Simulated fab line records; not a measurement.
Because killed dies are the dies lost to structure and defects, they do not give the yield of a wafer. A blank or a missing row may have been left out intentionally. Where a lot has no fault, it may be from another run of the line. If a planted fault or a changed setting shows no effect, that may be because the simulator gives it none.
fab line records	flow rit_cmos
record: lots: 14	wafers: 42	last_day: 8
route steps=202 shown FOX2@23 CONTACT@180 M1@194
lots with no fault: from the same line, run without faults
start_h: the number of hours between the record's first day and the start of the first shown wafer of the lot	wait_h: how many hours have passed since the lot's step before this one	" repeats the value in the row above	L1.1+2: one row covering several wafers at once	- no value, or no start was given	* or withheld: withheld	< > ~ a bound
route shown NAME@n: a module of which the file shows steps, and the number in the route of the first	usual: mean/standard deviation of fault-free wafers	same: alike in all rows	chamber/n: place in a boat	sites: per-site readings	_std_site: their standard deviation	_edge_site: mean of outer sites minus mean of inner sites	radius_mm: for every site, how far away it sits from the centre of the wafer	mask NAME#n: copy n	behind: tool/chamber where the wafer was last shaped	hold: what put the lot on hold/how long, in hours/how the hold closed	device: transistor that didn't switch, given as n, p or np	end of line: tests of these same wafers at the route's end	step lacking rows: just its recipe	killed: count of dies lost to structure and defects at first sort (not the wafer's yield)	map: per-die view of a wafer (x killed, . not killed, _ where there is no die)
set.NAME: setting as actually run; set.NAME@STEP: the setting as run at that earlier step	model.NAME: the simulator's own value behind a step, which no gauge read
steps of the route over a sample of lots; a table a step, a row a wafer
services: from which hour (start_h, from the record's first day; less than 0 if before it) a tool's chamber was out of use, for how many hours, and why
== steps ==
step: RIT_FOX2_OXIDATION_00
recipe: temp_c: 1100	ambient: H2O	target_thk_a: 3507	p_h2o_torr: 720	ox_time_s: 1130
usual: spike_tc_centre_C: 1103.2/1.2	spike_tc_load_C: 1130/3.1	spike_tc_source_C: 1127.0/1.9	tube_center_temp_C: 1100/0.098	tube_center_temp_C_max: 1102.8/0.47	zone_power_load_pct: 41/5.1
lot.wafer	tool	chamber	start_h	wait_h	spike_tc_centre_C	spike_tc_load_C	spike_tc_source_C	tube_center_temp_C	tube_center_temp_C_max	zone_power_load_pct
L333.2	furnace-03	0	20.06	0.7	1102.8	1131	1128.8	1100	1103.4	35
L333.5	"	0	"	"	1102.6	1131	1128.8	1099.8	1104.8	35
L333.6	"	0	"	"	1102.9	1128	1130.4	1099.8	1102.4	35
L334.1	furnace-04	0	27.05	1.4	1103.2	1127	1126.0	1099.9	1101.9	47
L334.3	"	0	"	"	1102.4	1125	1125.5	1100	1103.0	47
L334.4	"	0	"	"	1102.8	1124	1126.8	1100.1	1102.3	48
L335.3	furnace-04	0	29.60	0.0	1104.4	1125	1126.3	1099.9	1102.6	47
L335.5	"	0	"	"	1104.5	1126	1125.8	1099.9	1103.3	47
L335.6	"	0	"	"	1104.3	1126	1125.9	1100	1102.1	47
L336.2	furnace-04	0	34.54	0.4	1103.6	1127	1125.2	1100	1102.2	47
L336.5	"	0	"	"	1104.3	1125	1124.7	1099.9	1102.2	47
L336.6	"	0	"	"	1103.0	1126	1123.6	1100	1103.2	48
L337.3	furnace-01	0	42.88	2.4	1100.9	1133	1125.6	1100	1104.2	40
L337.4	"	0	"	"	1102.2	1133	1126.1	1100	1102.1	39
L337.6	"	0	"	"	1101.8	1132	1127.2	1100.1	1102.3	39
L342.1	furnace-03	0	68.33	0.3	1103.1	1129	1128.7	1099.9	1102.9	35
L342.2	"	0	"	"	1105.1	1129	1128.4	1099.9	1102.1	35
L342.5	"	0	"	"	1103.6	1130	1127.7	1100.1	1102.8	36
L343.2	furnace-04	0	72.95	1.9	1102.2	1125	1126.1	1099.9	1102.9	47
L343.5	"	0	"	"	1104.0	1126	1129.1	1099.8	1102.8	47
L343.6	"	0	"	"	1103.1	1127	1123.4	1100.1	1103.0	47
L347.3	furnace-03	0	92.52	2.1	1077.4	1104	1105.3	1075	1077.6	34
L347.4	"	0	"	"	1077.0	1104	1104.1	1074.8	1077.5	32
L347.6	"	0	"	"	1079.1	1105	1103.6	1075.1	1077.8	33
L349.1	furnace-03	0	100.57	1.5	1077.2	1104	1103.2	1075	1078.0	33
L349.4	"	0	"	"	1080.2	1103	1105.1	1075	1078.1	33
L349.5	"	0	"	"	1078.8	1104	1104.6	1075	1077.9	34
L350.2	furnace-03	0	109.97	1.7	1077.9	1104	1104.9	1074.9	1077.3	33
L350.3	"	0	"	"	1079.2	1104	1105.0	1075	1078.2	34
L350.6	"	0	"	"	1078.2	1102	1105.1	1075	1077.8	33
L351.2	furnace-01	0	113.43	1.0	1101.8	1134	1124.9	1099.9	1102.1	40
L351.5	"	0	"	"	1102.2	1133	1125.5	1099.9	1102.6	39
L351.6	"	0	"	"	1103.3	1135	1125.7	1100.1	1103.1	40
L353.1	furnace-04	0	121.47	0.9	1104.6	1127	1127.0	1100.1	1103.3	47
L353.2	"	0	"	"	1104.8	1126	1125.3	1099.9	1102.7	48
L353.6	"	0	"	"	1103.2	1126	1125.6	1099.9	1102.6	47
L355.2	furnace-01	0	137.47	1.4	1102.9	1133	1125.3	1099.9	1102.7	40
L355.3	"	0	"	"	1102.5	1135	1125.4	1099.8	1102.8	39
L355.5	"	0	"	"	1102.8	1134	1125.3	1099.9	1102.9	39
L356.2	furnace-04	0	146.95	3.7	1104.3	1125	1126.0	1100	1102.4	47
L356.3	"	0	"	"	1105.2	1126	1128.1	1099.9	1102.5	47
L356.5	"	0	"	"	1103.2	1127	1124.9	1100	1103.3	47
step: RIT_FOX2_THK_MEAS_01
recipe: reads: SiO2_of_FOX2_OXIDATION_00
usual: FOX2_OXIDE_THK: 353/6.1
lot.wafer	tool	chamber	start_h	wait_h	hold	FOX2_OXIDE_THK[nm]
L333.2	film_metro-03	-	21.38	0.0	-	354
L333.5	"	-	"	"	-	350
L333.6	"	-	"	"	-	352
L334.1	film_metro-03	-	28.37	0.0	-	356
L334.3	"	-	"	"	-	354
L334.4	"	-	"	"	-	352
L335.3	film_metro-01	-	30.94	0.0	-	363
L335.5	"	-	"	"	-	361
L335.6	"	-	"	"	-	359
L336.2	film_metro-04	-	35.87	0.0	-	357
L336.5	"	-	"	"	-	358
L336.6	"	-	"	"	-	361
L337.3	film_metro-01	-	44.22	0.0	-	352
L337.4	"	-	"	"	-	349
L337.6	"	-	"	"	-	362
L342.1	film_metro-01	-	69.65	0.0	-	340
L342.2	"	-	"	"	-	345
L342.5	"	-	"	"	-	342
L343.2	film_metro-04	-	74.27	0.0	-	366
L343.5	"	-	"	"	-	362
L343.6	"	-	"	"	-	375
L347.3	film_metro-03	-	93.85	0.0	await_dispo/0.2h/release	308
L347.4	"	-	"	"	await_dispo/0.2h/release	309
L347.6	"	-	"	"	await_dispo/0.2h/release	304
L347.3	film_metro-03	-	94.08	0.2	-	308
L347.4	"	-	"	"	-	309
L347.6	"	-	"	"	-	304
L349.1	film_metro-04	-	101.88	0.0	await_dispo/0.2h/release	310
L349.4	"	-	"	"	await_dispo/0.2h/release	308
L349.5	"	-	"	"	await_dispo/0.2h/release	315
L349.1	film_metro-04	-	102.11	0.2	-	310
L349.4	"	-	"	"	-	308
L349.5	"	-	"	"	-	315
L350.2	film_metro-04	-	111.30	0.0	await_dispo/0.2h/release	308
L350.3	"	-	"	"	await_dispo/0.2h/release	306
L350.6	"	-	"	"	await_dispo/0.2h/release	312
L350.2	film_metro-04	-	111.52	0.2	-	308
L350.3	"	-	"	"	-	306
L350.6	"	-	"	"	-	312
L351.2	film_metro-04	-	114.75	0.0	-	349
L351.5	"	-	"	"	-	345
L351.6	"	-	"	"	-	342
L353.1	film_metro-04	-	122.78	0.0	-	354
L353.2	"	-	"	"	-	360
L353.6	"	-	"	"	-	358
L355.2	film_metro-03	-	138.79	0.0	-	347
L355.3	"	-	"	"	-	343
L355.5	"	-	"	"	-	345
L356.2	film_metro-03	-	148.28	0.0	-	348
L356.3	"	-	"	"	-	349
L356.5	"	-	"	"	-	349
step: RIT_FOX2_THK_MEAS_90
recipe: reads: SiO2_of_FOX2_OXIDATION_00
usual: FIELD_OXIDE_LEFT_1_THK: 326/6.2
lot.wafer	tool	chamber	start_h	wait_h	hold	FIELD_OXIDE_LEFT_1_THK[nm]
L333.2	film_metro-04	-	22.33	0.0	-	326
L333.5	"	-	"	"	-	322
L333.6	"	-	"	"	-	325
L334.1	film_metro-04	-	29.24	0.0	-	329
L334.3	"	-	"	"	-	326
L334.4	"	-	"	"	-	325
L335.3	film_metro-03	-	31.81	0.0	-	336
L335.5	"	-	"	"	-	334
L335.6	"	-	"	"	-	332
L336.2	film_metro-01	-	36.74	0.0	-	329
L336.5	"	-	"	"	-	331
L336.6	"	-	"	"	-	333
L337.3	film_metro-03	-	45.10	0.0	-	325
L337.4	"	-	"	"	-	322
L337.6	"	-	"	"	-	335
L342.1	film_metro-03	-	70.52	0.0	-	313
L342.2	"	-	"	"	-	318
L342.5	"	-	"	"	-	315
L343.2	film_metro-04	-	75.15	0.0	-	339
L343.5	"	-	"	"	-	334
L343.6	"	-	"	"	-	348
L347.3	film_metro-03	-	97.99	0.0	await_dispo/0.2h/release	281
L347.4	"	-	"	"	await_dispo/0.2h/release	281
L347.6	"	-	"	"	await_dispo/0.2h/release	276
L347.3	film_metro-03	-	98.22	0.2	-	281
L347.4	"	-	"	"	-	281
L347.6	"	-	"	"	-	277
L349.1	film_metro-04	-	108.16	0.0	await_dispo/0.2h/release	283
L349.4	"	-	"	"	await_dispo/0.2h/release	281
L349.5	"	-	"	"	await_dispo/0.2h/release	288
L349.1	film_metro-04	-	108.38	0.2	-	283
L349.4	"	-	"	"	-	281
L349.5	"	-	"	"	-	288
L350.2	film_metro-04	-	114.48	0.0	await_dispo/0.2h/release	281
L350.3	"	-	"	"	await_dispo/0.2h/release	278
L350.6	"	-	"	"	await_dispo/0.2h/release	284
L350.2	film_metro-04	-	114.81	0.3	-	281
L350.3	"	-	"	"	-	278
L350.6	"	-	"	"	-	284
L351.2	film_metro-03	-	115.63	0.0	-	321
L351.5	"	-	"	"	-	317
L351.6	"	-	"	"	-	314
L353.1	film_metro-03	-	123.66	0.0	-	327
L353.2	"	-	"	"	-	332
L353.6	"	-	"	"	-	330
L355.2	film_metro-01	-	139.67	0.0	-	319
L355.3	"	-	"	"	-	315
L355.5	"	-	"	"	-	318
L356.2	film_metro-04	-	149.23	0.0	-	321
L356.3	"	-	"	"	-	322
L356.5	"	-	"	"	-	322
step: RIT_FOX2_THK_MEAS_91
recipe: reads: SiO2_of_FOX2_OXIDATION_00
usual: FIELD_OXIDE_LEFT_2_THK: 257/6.4
lot.wafer	tool	chamber	start_h	wait_h	hold	FIELD_OXIDE_LEFT_2_THK[nm]
L333.2	film_metro-03	-	36.52	0.0	-	258
L333.5	"	-	"	"	-	253
L333.6	"	-	"	"	-	255
L334.1	film_metro-04	-	43.22	0.0	-	260
L334.3	"	-	"	"	-	258
L334.4	"	-	"	"	-	257
L335.3	film_metro-04	-	45.75	0.0	-	269
L335.5	"	-	"	"	-	267
L335.6	"	-	"	"	-	265
L336.2	film_metro-04	-	49.21	0.0	-	260
L336.5	"	-	"	"	-	263
L336.6	"	-	"	"	-	265
L337.3	film_metro-04	-	57.42	0.0	-	256
L337.4	"	-	"	"	-	253
L337.6	"	-	"	"	-	266
L342.1	film_metro-03	-	84.68	0.0	-	244
L342.2	"	-	"	"	-	249
L342.5	"	-	"	"	-	246
L343.2	film_metro-04	-	88.11	0.0	-	271
L343.5	"	-	"	"	-	266
L343.6	"	-	"	"	-	280
L347.3	film_metro-01	-	125.65	0.0	await_dispo/0.2h/release	213
L347.4	"	-	"	"	await_dispo/0.2h/release	214
L347.6	"	-	"	"	await_dispo/0.2h/release	208
L347.3	film_metro-01	-	125.88	0.2	-	213
L347.4	"	-	"	"	-	213
L347.6	"	-	"	"	-	209
L351.2	film_metro-03	-	127.88	0.0	-	252
L351.5	"	-	"	"	-	248
L351.6	"	-	"	"	-	245
L349.1	film_metro-04	-	130.21	0.0	await_dispo/0.2h/release	216
L349.4	"	-	"	"	await_dispo/0.2h/release	214
L349.5	"	-	"	"	await_dispo/0.2h/release	220
L349.1	film_metro-04	-	130.44	0.2	-	215
L349.4	"	-	"	"	-	214
L349.5	"	-	"	"	-	220
L350.2	film_metro-04	-	132.27	0.0	await_dispo/0.2h/release	212
L350.3	"	-	"	"	await_dispo/0.2h/release	210
L350.6	"	-	"	"	await_dispo/0.2h/release	216
L350.2	film_metro-04	-	132.50	0.2	-	212
L350.3	"	-	"	"	-	209
L350.6	"	-	"	"	-	216
L353.1	film_metro-01	-	137.47	0.0	-	259
L353.2	"	-	"	"	-	264
L353.6	"	-	"	"	-	262
L355.2	film_metro-01	-	153.22	0.0	-	251
L355.3	"	-	"	"	-	247
L355.5	"	-	"	"	-	250
L356.2	film_metro-03	-	161.98	0.0	-	252
L356.3	"	-	"	"	-	254
L356.5	"	-	"	"	-	254
step: RIT_CONTACT_STRIP_12
recipe: chemistry: O2	time_s: 180	resist: NOVOLAK	platen_temp_c: withheld	power_w: 500	pressure_mtorr: 4000	o2_flow_sccm: 4000
usual: drypump_motor_current_A: 5.9/0.4
lot.wafer	tool	chamber	start_h	wait_h	drypump_motor_current_A	rf_hours_counter_h
L333.2	plasma_asher-01	0	59.16	0.1	5.0	42
L333.5	"	1	"	"	6.4	-
L333.6	"	0	"	"	5.0	-
L335.3	plasma_asher-02	0	67.81	0.2	6.1	-
L335.5	"	0	"	"	6.0	-
L335.6	"	1	"	"	6.1	-
L334.1	plasma_asher-03	0	68.50	0.1	6.1	27
L334.3	"	1	"	"	5.4	-
L334.4	"	0	"	"	6.1	-
L336.2	plasma_asher-02	0	79.63	0.1	6.1	41
L336.5	"	1	"	"	6.2	-
L336.6	"	0	"	"	6.1	-
L337.3	plasma_asher-02	1	86.31	0.2	6.1	-
L337.4	"	0	"	"	6.1	-
L337.6	"	1	"	"	6.1	-
L342.1	plasma_asher-03	1	110.50	0.1	5.4	32
L342.2	"	0	"	"	6.2	32
L342.5	"	1	"	"	5.4	-
L343.2	plasma_asher-03	1	113.45	0.1	5.4	33
L343.5	"	1	"	"	5.4	-
L343.6	"	0	"	"	6.2	-
L347.3	plasma_asher-03	1	155.35	0.2	5.5	-
L347.4	"	0	"	"	6.1	-
L347.6	"	1	"	"	5.4	-
L349.1	plasma_asher-02	0	157.91	0.1	6.1	2
L349.4	"	1	"	"	6.2	-
L349.5	"	1	"	"	6.2	-
L351.2	plasma_asher-02	1	158.81	0.1	6.1	4
L351.5	"	1	"	"	6.1	-
L351.6	"	0	"	"	6.1	-
L350.2	plasma_asher-02	1	163.10	0.1	6.2	4
L350.3	"	1	"	"	6.2	-
L350.6	"	1	"	"	6.2	-
L353.1	plasma_asher-02	1	165.55	0.1	6.2	5
L353.2	"	0	"	"	6.1	5
L353.6	"	0	"	"	6.1	-
L355.2	plasma_asher-01	0	180.00	0.1	5.0	52
L355.3	"	0	"	"	5.0	-
L355.5	"	1	"	"	6.4	-
L356.2	plasma_asher-03	0	192.10	0.1	6.1	40
L356.3	"	0	"	"	6.1	-
L356.5	"	0	"	"	6.1	-
step: RIT_CONTACT_CD_MEAS_90
recipe: target_cd_nm: 1000
usual: cd_nm: 1000.4/2.1
lot.wafer	tool	chamber	start_h	wait_h	cd_nm
L333.2	cd_sem-02	-	59.36	0.1	998.2
L333.5	"	-	"	"	996.4
L333.6	"	-	"	"	997.9
L335.3	cd_sem-02	-	67.97	0.1	1001.1
L335.5	"	-	"	"	1001.9
L335.6	"	-	"	"	1002.6
L334.1	cd_sem-01	-	68.67	0.1	1002.4
L334.3	"	-	"	"	1004.7
L334.4	"	-	"	"	1003.7
L336.2	cd_sem-02	-	79.83	0.1	1000.1
L336.5	"	-	"	"	997.7
L336.6	"	-	"	"	998.9
L337.3	cd_sem-01	-	86.47	0.1	999.9
L337.4	"	-	"	"	1000.4
L337.6	"	-	"	"	1001.3
L342.1	cd_sem-02	-	110.68	0.1	999.2
L342.2	"	-	"	"	1001.2
L342.5	"	-	"	"	999.0
L343.2	cd_sem-01	-	113.64	0.1	1000.3
L343.5	"	-	"	"	1003.1
L343.6	"	-	"	"	1002.6
L347.3	cd_sem-02	-	155.51	0.1	999.2
L347.4	"	-	"	"	1001.3
L347.6	"	-	"	"	1000.1
L349.1	cd_sem-01	-	158.08	0.1	998.2
L349.4	"	-	"	"	997.0
L349.5	"	-	"	"	996.2
L351.2	cd_sem-02	-	159.01	0.1	1001.6
L351.5	"	-	"	"	1000.0
L351.6	"	-	"	"	1002.0
L350.2	cd_sem-01	-	163.29	0.1	1000.7
L350.3	"	-	"	"	1002.6
L350.6	"	-	"	"	998.7
L353.1	cd_sem-02	-	165.72	0.1	1000.2
L353.2	"	-	"	"	1001.9
L353.6	"	-	"	"	1001.8
L355.2	cd_sem-02	-	180.19	0.1	999.7
L355.3	"	-	"	"	998.0
L355.5	"	-	"	"	998.0
L356.2	cd_sem-02	-	192.29	0.1	1000.9
L356.3	"	-	"	"	999.5
L356.5	"	-	"	"	999.0
step: RIT_M1_OVL_MEAS_10
usual: M1_OVL: -1.3/1.3
lot.wafer	tool	chamber	start_h	wait_h	M1_OVL[nm]
L333.2	overlay-02	-	61.30	0.1	-3.6
L333.5	"	-	"	"	-2.8
L333.6	"	-	"	"	-3.4
L335.3	overlay-01	-	70.03	0.1	0.6
L335.5	"	-	"	"	-1.5
L335.6	"	-	"	"	0.4
L334.1	overlay-01	-	70.62	0.1	-2.0
L334.3	"	-	"	"	-2.7
L334.4	"	-	"	"	-2.6
L336.2	overlay-01	-	81.79	0.1	0.0
L336.5	"	-	"	"	-0.5
L336.6	"	-	"	"	-0.9
L337.3	overlay-02	-	88.53	0.1	-0.6
L337.4	"	-	"	"	-2.4
L337.6	"	-	"	"	0.3
L342.1	overlay-02	-	112.65	0.1	-0.5
L342.2	"	-	"	"	-0.3
L342.5	"	-	"	"	-0.4
L343.2	overlay-02	-	115.70	0.1	-1.5
L343.5	"	-	"	"	-2.3
L343.6	"	-	"	"	-1.4
L347.3	overlay-02	-	157.46	0.1	-2.6
L347.4	"	-	"	"	-1.3
L347.6	"	-	"	"	-1.1
L349.1	overlay-01	-	160.03	0.1	0.9
L349.4	"	-	"	"	-1.2
L349.5	"	-	"	"	-2.0
L351.2	overlay-02	-	161.11	0.1	-2.3
L351.5	"	-	"	"	-3.2
L351.6	"	-	"	"	-2.4
L350.2	overlay-02	-	165.22	0.1	-1.6
L350.3	"	-	"	"	0.1
L350.6	"	-	"	"	-1.0
L353.1	overlay-01	-	167.71	0.1	-3.2
L353.2	"	-	"	"	-1.4
L353.6	"	-	"	"	-1.3
L355.2	overlay-02	-	182.46	0.1	-3.9
L355.3	"	-	"	"	-2.1
L355.5	"	-	"	"	-2.0
L356.2	overlay-01	-	194.70	0.1	1.8
L356.3	"	-	"	"	2.5
L356.5	"	-	"	"	1.2
step: RIT_M1_PROBE_99
usual: killed_at_M0_to_M3: 0.0/0.083	killed_at_front_end: 7/3.1	killed_dies: 7/3.1	killed_open: 3.6/2.2	killed_short: 3.4/2.1
same: gross_dies: 264	killed_at_M4_up: 0	killed_at_back_side: 0	killed_at_contacts: 0	killed_at_other: 0
lot.wafer	tool	chamber	start_h	wait_h	killed_at_M0_to_M3	killed_at_front_end	killed_dies	killed_open	killed_short
L342.1	prober-02	-	115.19	0.1	0	10	10	7	3
L342.2	prober-02	-	115.24	0.1	0	11	11	7	4
L342.5	prober-02	-	115.39	0.2	0	5	5	2	3
L347.3	prober-01	-	160.09	0.2	0	7	7	4	3
L347.4	prober-01	-	160.14	0.2	0	7	7	5	2
L347.6	prober-01	-	160.24	0.2	0	11	11	6	5
L349.1	prober-01	-	162.57	0.1	0	12	12	5	7
L349.4	prober-01	-	162.72	0.2	0	6	6	4	2
L349.5	prober-01	-	162.77	0.2	0	2	2	2	0
L350.2	prober-02	-	167.80	0.1	0	3	3	0	3
L350.3	prober-02	-	167.85	0.2	0	5	5	3	2
L350.6	prober-02	-	168.00	0.2	0	10	10	4	6
L353.1	prober-02	-	171.51	0.1	0	6	6	4	2
L353.2	prober-02	-	171.56	0.1	0	7	7	2	5
L353.6	prober-02	-	171.76	0.2	0	10	10	5	5
L356.2	prober-01	-	197.33	0.1	0	7	7	4	3
L356.3	prober-01	-	197.38	0.2	0	5	5	0	5
L356.5	prober-01	-	197.48	0.2	0	7	7	0	7
killed by level:class
L342.1 GATE:geometric_particle:open=3 SPACER:geometric_particle:open=2 FOX2:geometric_particle:short=1 REOX:geometric_particle:short=1 REOX:geometric_particle:open=1 SILICIDE:geometric_particle:short=1 SILICIDE:geometric_particle:open=1
L342.2 GATE:geometric_particle:short=2 REOX:geometric_particle:open=2 SPACER:geometric_particle:open=2 FOX1:geometric_particle:open=1 FOX2:geometric_particle:open=1 FOX2:geometric_particle:short=1 GATE:geometric_particle:open=1 REOX:geometric_particle:short=1
L342.5 GATE:geometric_particle:short=2 GATE:geometric_particle:open=1 SILICIDE:geometric_particle:open=1 SILICIDE:geometric_particle:short=1
L347.3 FOX1:geometric_particle:open=2 GATE:geometric_particle:open=2 FOX1:geometric_particle:short=1 GATE:geometric_particle:short=1 SILICIDE:geometric_particle:short=1
L347.4 SPACER:geometric_particle:open=3 FOX2:geometric_particle:open=1 FOX2:geometric_particle:short=1 GATE:geometric_particle:open=1 SILICIDE:geometric_particle:short=1
L347.6 GATE:geometric_particle:open=4 FOX2:geometric_particle:short=2 GATE:geometric_particle:short=2 FOX1:geometric_particle:open=1 SPACER:geometric_particle:short=1 SPACER:geometric_particle:open=1
L349.1 GATE:geometric_particle:short=4 FOX1:geometric_particle:short=3 GATE:geometric_particle:open=2 SILICIDE:geometric_particle:open=2 FOX1:geometric_particle:open=1
L349.4 GATE:geometric_particle:short=2 FOX1:geometric_particle:open=1 GATE:geometric_particle:open=1 SPACER:geometric_particle:open=1 SILICIDE:geometric_particle:open=1
L349.5 SPACER:geometric_particle:open=1 SILICIDE:geometric_particle:open=1
L350.2 SPACER:geometric_particle:short=3
L350.3 FOX1:geometric_particle:open=2 GATE:geometric_particle:short=2 SPACER:geometric_particle:open=1
L350.6 FOX1:geometric_particle:short=2 GATE:geometric_particle:open=2 GATE:geometric_particle:short=2 FOX2:geometric_particle:short=1 SPACER:geometric_particle:short=1 SPACER:geometric_particle:open=1 SILICIDE:geometric_particle:open=1
L353.1 GATE:geometric_particle:short=2 GATE:geometric_particle:open=2 FOX1:geometric_particle:open=1 REOX:geometric_particle:open=1
L353.2 GATE:geometric_particle:short=2 GATE:geometric_particle:open=2 FOX1:geometric_particle:short=1 SPACER:geometric_particle:short=1 REOX:geometric_particle:short=1
L353.6 GATE:geometric_particle:short=4 GATE:geometric_particle:open=3 FOX1:geometric_particle:open=1 SPACER:geometric_particle:short=1 SILICIDE:geometric_particle:open=1
L356.2 GATE:geometric_particle:open=3 GATE:geometric_particle:short=2 FOX1:geometric_particle:open=1 REOX:geometric_particle:short=1
L356.3 GATE:geometric_particle:short=3 FOX1:geometric_particle:short=1 SPACER:geometric_particle:short=1
L356.5 FOX1:geometric_particle:short=3 GATE:geometric_particle:short=2 REOX:geometric_particle:short=2
== services ==
tool	chamber	start_h	hours	kind
furnace-01	-	5.79	4.1	pm
plasma_asher-01	-	10.81	3.7	repair
plasma_asher-02	-	34.74	1.7	repair
plasma_asher-01	-	38.09	5.4	repair
plasma_asher-02	-	68.80	1.6	repair
furnace-04	-	97.41	6.8	pm
plasma_asher-01	-	100.24	14.6	pm
plasma_asher-03	-	103.58	2.8	pm
plasma_asher-02	-	108.75	9.0	pm
plasma_asher-02	0	108.75	9.0	vent_cycle
plasma_asher-02	1	108.75	9.0	vent_cycle
plasma_asher-02	0	117.75	-	clean
plasma_asher-02	1	117.75	-	clean
furnace-03	-	138.93	3.1	pm
furnace-01	-	143.87	16.0	pm
furnace-01	-	159.84	3.8	pm
furnace-01	-	163.65	2.4	pm
== key ==
first_sign: step: RIT_FOX2_OXIDATION_00	reading: tube_center_temp_C	direction: down	sigmas: 99+	usual: *	struck: *
effect: step: RIT_FOX2_OXIDATION_00	reading: tube_center_temp_C_max	direction: down	sigmas: 54	usual: *	struck: *
effect: step: RIT_FOX2_THK_MEAS_01	reading: visit	direction: added
effect: step: RIT_FOX2_THK_MEAS_01	reading: FOX2_OXIDE_THK	direction: down	sigmas: 7.1	usual: 353	struck: 309
effect: step: RIT_FOX2_THK_MEAS_90	reading: visit	direction: added
effect: step: RIT_FOX2_THK_MEAS_90	reading: FIELD_OXIDE_LEFT_1_THK	direction: down	sigmas: 7.1	usual: 326	struck: 282
effect: step: RIT_FOX2_THK_MEAS_91	reading: FIELD_OXIDE_LEFT_2_THK	direction: down	sigmas: 6.9	usual: 257	struck: 213
met_at RIT_FOX2_OXIDATION_00
struck_lots L347,L349,L350
tester_left_out L347,L349,L350
not_acting_at RIT_CONTACT_STRIP_12,RIT_CONTACT_CD_MEAS_90,RIT_M1_OVL_MEAS_10
onset_between 68.33 92.52
fault: kind: process_parameter_drift	tool: furnace-03	chamber: -	onset_h: 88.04	steps: RIT_FOX2_OXIDATION_00	channel: temp_c	offset: *	shape: step	end_h: 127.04	acts_in: *	stated: *
tester_left_out: of these lots the tester's yield and bins aren't shown, on N5 and GAA mostly nor the transistor test; their killed dies are dies lost to structure and defects alone, not to doping, threshold or leakage, so they don't give the yield
